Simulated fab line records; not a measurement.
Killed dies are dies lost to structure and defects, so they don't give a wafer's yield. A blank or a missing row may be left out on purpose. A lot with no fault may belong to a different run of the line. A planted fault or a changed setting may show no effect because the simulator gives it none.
Which tool did it?    flow berkeley-cmos170    14 lots (42 wafers sampled), 1 step of a 331-step route

WHAT THE GAUGES SHOWED, per wafer
No reading from a measuring or inspecting step in the record can be judged against a usual standard deviation.

WHICH TOOL RAN EACH LOT (tool, then ch and the chambers of the sampled wafers, then the start)
lot   UCB170_FIELD_OXIDATION_01
L502  furnace-04 ch 0, day 4 09:25
L504  furnace-03 ch 0, day 4 21:07
L505  furnace-01 ch 0, day 5 04:32
L506  furnace-01 ch 0, day 5 10:28
L507  furnace-01 ch 0, day 5 10:28
L508  furnace-01 ch 0, day 5 22:34
L510  furnace-01 ch 0, day 6 08:34
L513  furnace-04 ch 0, day 6 20:05
L514  furnace-01, day 7 02:39
L515  furnace-01, day 7 02:39
L517  furnace-03 ch 0, day 8 00:53
L520  furnace-03 ch 0, day 8 06:43
L524  furnace-03 ch 0, day 8 23:53
L525  furnace-03 ch 0, day 8 23:53
- UCB170_FIELD_OXIDATION_01: target thk 558.3 nm, ox time 7200 s.

AS READ BY THE TOOLS THEMSELVES (means over the sampled wafers that have a number; for cases with no such wafer, the mark the record gives instead)
UCB170_FIELD_OXIDATION_01.
lot   tool        ox-temp-c (C)  ox-temp-c-max
L502  furnace-04  1000.2         1004.4
L504  furnace-03  999.5          1002.8
L505  furnace-01  1000.4         1008.3
L506  furnace-01  999.9          1008.1
L507  furnace-01  999.9          1007.3
L508  furnace-01  999.8          1006.5
L510  furnace-01  1000.2         1007.7
L513  furnace-04  999.6          1003.7
L514  furnace-01  -              -
L515  furnace-01  -              -
L517  furnace-03  999.8          1004.7
L520  furnace-03  999.7          1003.3
L524  furnace-03  999.8          1003.8
L525  furnace-03  1000.0         1003.4

THE ANSWER, worked out from the rows above alone
Rule: the usual values come from the lots themselves. Put in order of their means at a reading, lots are off if they are a third of the lots or fewer, leave a main group of 4 or more, and stand apart from it by a gap of 3 or more times the standard deviation of the main group's means; of several such gaps the widest counts. The tables above print the reading to a certain number of digits; a main group whose means all agree to those digits is not used. Also off: a lot with no number at a reading for which 4 or more lots have one. Any other lot the step has rows for is counted as sound. The gauges are gone through in route order, then the tools' own readings, and for those a lot's mean is taken as printed above. The first step at which some lot is off is used, and at that step the reading that is off furthest; a lot without a number counts as furthest.
Off at UCB170_FIELD_OXIDATION_01 (ox-temp-c): L514, L515. Without a number there: L514, L515. The main group: mean 999.9 C, standard deviation 0.25.
A tool fits if, at that step or a process step before it, it ran every lot that is off, and no sound lot after the first of them. One candidate fits, namely furnace-01 at UCB170_FIELD_OXIDATION_01. A fault onset in the window from L510 (day 6 08:34, its last sound lot) to L514 (day 7 02:39, its first lot off) fits.
Blank at UCB170_FIELD_OXIDATION_01 on the lots that are off, where sound lots have numbers: ox-temp-c, ox-temp-c-max.

WHAT THE SIMULATOR HAD PUT IN
Entire step skipped (furnace-01, UCB170_FIELD_OXIDATION_01), from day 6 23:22 onward. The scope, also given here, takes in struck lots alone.
Struck lots among those shown: L514, L515. The rule above found the same.
